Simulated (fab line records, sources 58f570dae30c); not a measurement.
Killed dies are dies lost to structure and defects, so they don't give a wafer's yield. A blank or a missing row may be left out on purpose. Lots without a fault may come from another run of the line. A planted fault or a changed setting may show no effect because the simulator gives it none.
Which tool did it? | flow berkeley_cmos170 | 14 lots, 42 wafers sampled, at 3 steps of a route of 331

WHAT THE GAUGES READ, wafer by wafer
UCB170_M2_THK_MEAS_03: measures by xrf. Usual: M2_AL_THK 887 nm, standard deviation 10.
lot  | measured     | on            | M2_AL_THK (nm) | flag
L554 | day 8 04:14  | film_metro-04 | 884 890 885    |
L555 | day 8 04:35  | film_metro-04 | 905 888 915    |
L556 | day 8 09:05  | film_metro-04 | 885 908 892    |
L558 | day 8 09:14  | film_metro-03 | 881 882 891    |
L562 | day 9 15:52  | film_metro-03 | 878 888 877    |
L564 | day 10 05:28 | film_metro-04 | 899 898 896    |
L565 | day 10 05:50 | film_metro-03 | 903 891 899    |
L568 | day 10 23:12 | film_metro-03 | 897 879 887    |
L567 | day 10 23:39 | film_metro-03 | 888 900 898    |
L571 | day 11 15:31 | film_metro-03 | 860 868 862    |
L572 | day 12 03:17 | film_metro-04 | 892 882 888    |
L573 | day 12 03:56 | film_metro-03 | 893 881 867    |
L576 | day 12 15:22 | film_metro-03 | 874 881 881    |
L575 | day 12 15:53 | film_metro-03 | 876 879 891    |

UCB170_V2_CD_MEAS_12: target cd 700 nm. Usual: cd_nm 699.7 nm, standard deviation 1.4.
lot  | measured     | on        | cd_nm (nm)        | flag
L554 | day 8 08:33  | cd_sem-01 | 702.2 703.4 704.0 |
L555 | day 8 08:52  | cd_sem-02 | 696.5 695.8 697.0 |
L556 | day 8 13:28  | cd_sem-01 | 699.7 700.5 701.1 |
L558 | day 8 13:42  | cd_sem-01 | 698.1 699.2 699.2 |
L562 | day 9 21:09  | cd_sem-02 | 698.1 697.9 697.6 |
L564 | day 10 10:16 | cd_sem-02 | 699.2 700.0 700.8 |
L565 | day 10 10:47 | cd_sem-02 | 699.7 699.8 699.7 |
L568 | day 11 04:53 | cd_sem-01 | 701.2 701.1 698.9 |
L567 | day 11 05:27 | cd_sem-02 | 701.2 700.9 699.2 |
L571 | day 11 21:11 | cd_sem-02 | 700.6 700.8 700.3 |
L572 | day 12 09:23 | cd_sem-02 | 700.0 698.1 699.1 |
L573 | day 12 09:50 | cd_sem-02 | 698.6 699.1 698.8 |
L576 | day 12 20:15 | cd_sem-02 | 700.0 699.5 698.5 |
L575 | day 12 21:23 | cd_sem-01 | 698.3 698.7 699.0 |

WHICH TOOL RAN EACH LOT (tool, then ch and the chambers of the sampled wafers, then the start)
lot  | UCB170_V2_CMP_02
L554 | cmp-02 ch 0,1,2, day 8 06:49
L555 | cmp-01 ch 1,2, day 8 07:13
L556 | cmp-01 ch 0,2, day 8 11:51
L558 | cmp-02 ch 1,2,3, day 8 12:08
L562 | cmp-02 ch 1,3, day 9 19:25
L564 | cmp-01 ch 0,2,3, day 10 08:13
L565 | cmp-01 ch 0,1,3, day 10 08:57
L568 | cmp-02 ch 0,1,3, day 11 02:18
L567 | cmp-02 ch 0,2, day 11 03:08
L571 | cmp-02 ch 0,3, day 11 19:09
L572 | cmp-01 ch 0,1,3, day 12 07:15
L573 | cmp-02 ch 0,3, day 12 08:00
L576 | cmp-01 ch 1,2, day 12 18:12
L575 | cmp-01 ch 0,2,3, day 12 18:57
- UCB170_V2_CMP_02: polishes SiO2.

WHAT THE TOOLS THEMSELVES READ (means of the sampled wafers that have a number; where no wafer has one, the mark that the record gives instead)
UCB170_V2_CMP_02. Usual: motor_current_A 16.7 A, standard deviation 0.96; slurry_filter_dp_kPa 13.50 kPa, standard deviation 0.13.
lot  | tool   | motor_current_A (A) | slurry_filter_dp_kPa (kPa) | flag
L554 | cmp-02 | 17.3                | 13.61                      |
L555 | cmp-01 | 15.5                | 13.51                      |
L556 | cmp-01 | 16.4                | 13.47                      |
L558 | cmp-02 | 17.2                | 13.55                      |
L562 | cmp-02 | 17.7                | 13.41                      |
L564 | cmp-01 | 16.3                | 13.55                      |
L565 | cmp-01 | 16.4                | 13.51                      |
L568 | cmp-02 | 17.0                | 13.50                      |
L567 | cmp-02 | 16.5                | 13.55                      |
L571 | cmp-02 | 17.4                | 13.70                      |
L572 | cmp-01 | 16.1                | 13.49                      |
L573 | cmp-02 | 16.9                | 13.50                      |
L576 | cmp-01 | 15.2                | 13.58                      |
L575 | cmp-01 | 17.4                | 13.57                      |

THE ANSWER, worked out from the rows above alone
Rule: a lot is off if the mean of its wafers that have a number lies more than 3 standard deviations from the usual mean. A lot without any number at a reading at which 4 lots or more have one is off too. The other lots that the step has rows for count as sound. The gauges are gone through in route order, then the tools' own readings, and for those a lot's mean is taken as printed above. The first step at which some lot is off is used, and at that step the reading that is off furthest; a lot without a number counts as furthest.
No lot is off at any reading shown: from this, nothing can be told.

WHAT THE SIMULATOR HAD PUT IN
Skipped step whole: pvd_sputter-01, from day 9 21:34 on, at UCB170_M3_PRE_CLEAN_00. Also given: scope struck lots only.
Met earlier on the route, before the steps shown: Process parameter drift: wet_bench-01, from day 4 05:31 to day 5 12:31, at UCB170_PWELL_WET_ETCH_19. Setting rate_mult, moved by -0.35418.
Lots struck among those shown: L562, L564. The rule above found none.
